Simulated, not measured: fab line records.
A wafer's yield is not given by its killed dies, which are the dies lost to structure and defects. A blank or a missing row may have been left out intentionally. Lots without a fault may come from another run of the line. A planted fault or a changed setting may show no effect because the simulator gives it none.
Comparing a struck lot with a sound one :: flow rit cmos :: 27 out of 202 route steps
Sound: wafers L215.3, L215.5, L215.6. Wafers struck: L229.2, L229.4, L229.6. Last of all comes the cause.
Order at every step that has rows: each side's tool, ch and its chambers, its first start. Under that, the readings that differ: sound wafers :: struck wafers :: difference of the means :: sigmas: that difference in standard deviations of wafers without a fault.
alike: a reading whose means differ by less than 2 such deviations, as well as words and numbers matching on both sides. not compared: withheld readings; readings where some wafer has no value; bounds like >300 that might hide an equal value; numbers whose values overlap and for which the record gives no deviation.
A row with sigmas, a row that says differs or no value, or rows on one side alone: a step with any of these is where the two part. Numbers that don't overlap but have no deviation are shown without sigmas and don't part them. A reading missing from all wafers of one side parts the sides only when that side holds two or more wafers.

first, 4 steps without rows for these wafers: RIT_CONTACT_SOFTBAKE_04 (time 60 s); RIT_CONTACT_EXPOSE_05 (exposes mask M11, target cd 1000 nm); RIT_CONTACT_PEB_06; RIT_CONTACT_DEVELOP_07 (develop time 120 s).
RIT_CONTACT_CD_MEAS_08 targets a cd of 1000 nm.
  sound: cd sem-01 at day 4 05:23; struck: cd sem-01 at day 7 05:24
  alike: cd nm
RIT_CONTACT_OVL_MEAS_09:
  sound: overlay-02 at day 4 05:28; struck: overlay-01 at day 7 05:30
  alike: CONTACT_OVL
then, 1 step without rows for these wafers: RIT_CONTACT_HARDBAKE_10 (time 60 s).
RIT_CONTACT_ETCH_11: etches SiO2 in CHF3/CF4/Ar, stops on TiSi2, target depth 480 nm, time 320 s.
  sound on rie diel-03 ch 0,1,3, day 4 05:39; struck on rie diel-04 ch 1,3, day 7 05:41
  alike: CHF3_flow_sccm, drypump motor current A, oes product au, throttle valve pct
  not compared: rf hours counter h
RIT_CONTACT_STRIP_12: strips in O2, time 180 s.
  sound on plasma asher-03 ch 0,1, day 4 05:54; struck on plasma asher-03 ch 1, day 7 05:53
  alike: drypump motor current A
  not compared: rf hours counter h
RIT_CONTACT_CD_MEAS_90 targets a cd of 1000 nm.
  sound: cd sem-02 at day 4 06:04; struck: cd sem-02 at day 7 06:04
  alike: cd nm
then, 2 steps without rows for these wafers: RIT_CONTACT_CLEAN_13 (cleans in SC1, time 600 s); RIT_CONTACT_CLEAN_14 (cleans in SC2, time 600 s).
RIT_M1_SPUTTER_00: material Al, target thk 400 nm, time 500 s.
  sound: pvd sputter-02 at day 4 06:43; struck: pvd sputter-02 at day 7 06:31
reading: chamber pressure pa (Pa)
sound: 0.4008 0.4016 0.4006
struck: 0.3675 0.3668 0.3657
difference: -0.0343
sigmas: -43

reading: model.Al_of_M1_SPUTTER_00.thk nm (nm)
sound: 398.9 400.8 396.4
struck: 411.1 410.5 407.5
difference: +11.0
sigmas: 
  alike: throttle valve pct
RIT_M1_RS_MEAS_01: a four-point-probe measurement.
  sound: film metro-03 at day 4 07:02; struck: film metro-03 at day 7 06:50
reading: M1_AL_RS (ohm/sq)
sound: 0.0736 0.0733 0.0742
struck: 0.0710 0.0710 0.0719
difference: -0.0024
sigmas: -2
RIT_M1_THK_MEAS_02: measures by xrf.
  sound: film metro-03 at day 4 07:08; struck: film metro-03 at day 7 06:57
  alike: M1_AL_THK
then, 6 steps without rows for these wafers: RIT_M1_HMDS_03 (prime time 60 s); RIT_M1_COAT_04 (resist thk 1300 nm); RIT_M1_SOFTBAKE_05 (time 60 s); RIT_M1_EXPOSE_06 (exposes mask M12, target cd 2600 nm); RIT_M1_PEB_07; RIT_M1_DEVELOP_08 (develop time 68 s).
RIT_M1_CD_MEAS_09 targets a cd of 2600 nm.
  sound: cd sem-02 at day 4 08:06; struck: cd sem-01 at day 7 08:01
  alike: cd nm
RIT_M1_OVL_MEAS_10:
  sound: overlay-02 at day 4 08:12; struck: overlay-02 at day 7 08:08
  alike: M1_OVL
then, 1 step without rows for these wafers: RIT_M1_HARDBAKE_11 (time 120 s).
RIT_M1_METAL_ETCH_12: etches Al in Cl2/BCl3, stops on SiO2, time 165 s, target depth 600 nm.
  sound on rie metal-01 ch 0,1, day 4 08:31; struck on rie metal-03 ch 0, day 7 08:25
reading: model.etch.depth nm (nm)
sound: 398.9 400.8 396.4
struck: 411.1 410.5 407.5
difference: +11.0
sigmas: 
  alike: drypump motor current A, oes product au, throttle valve pct
  not compared: rf hours counter h
then, 1 step without rows for these wafers: RIT_M1_STRIP_13 (strips in nmp, time 600 s).
RIT_M1_PROBE_99:
  sound: prober-01 at day 4 11:46; struck: prober-01 at day 7 10:43
  alike: defect limited yield, killed_at_M0_to_M3, killed at contacts, killed at front end, killed dies, killed open, killed short, sort_bin_3_pad_short, sort_bin_5_function, sort_bin_6_memory, sort n pass, sort yield pct

WHERE THEY PART
At RIT_M1_SPUTTER_00 first; at RIT_M1_RS_MEAS_01 last (within this record only). Later steps at which nothing parts them and some readings are alike: RIT_M1_THK_MEAS_02, RIT_M1_CD_MEAS_09, RIT_M1_OVL_MEAS_10, RIT_M1_METAL_ETCH_12, RIT_M1_PROBE_99.

WHY: whatever the simulator had introduced
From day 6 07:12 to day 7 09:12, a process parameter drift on pvd sputter-02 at RIT_M1_SPUTTER_00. Setting chamber pressure pa, moved by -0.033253, from 0.4.
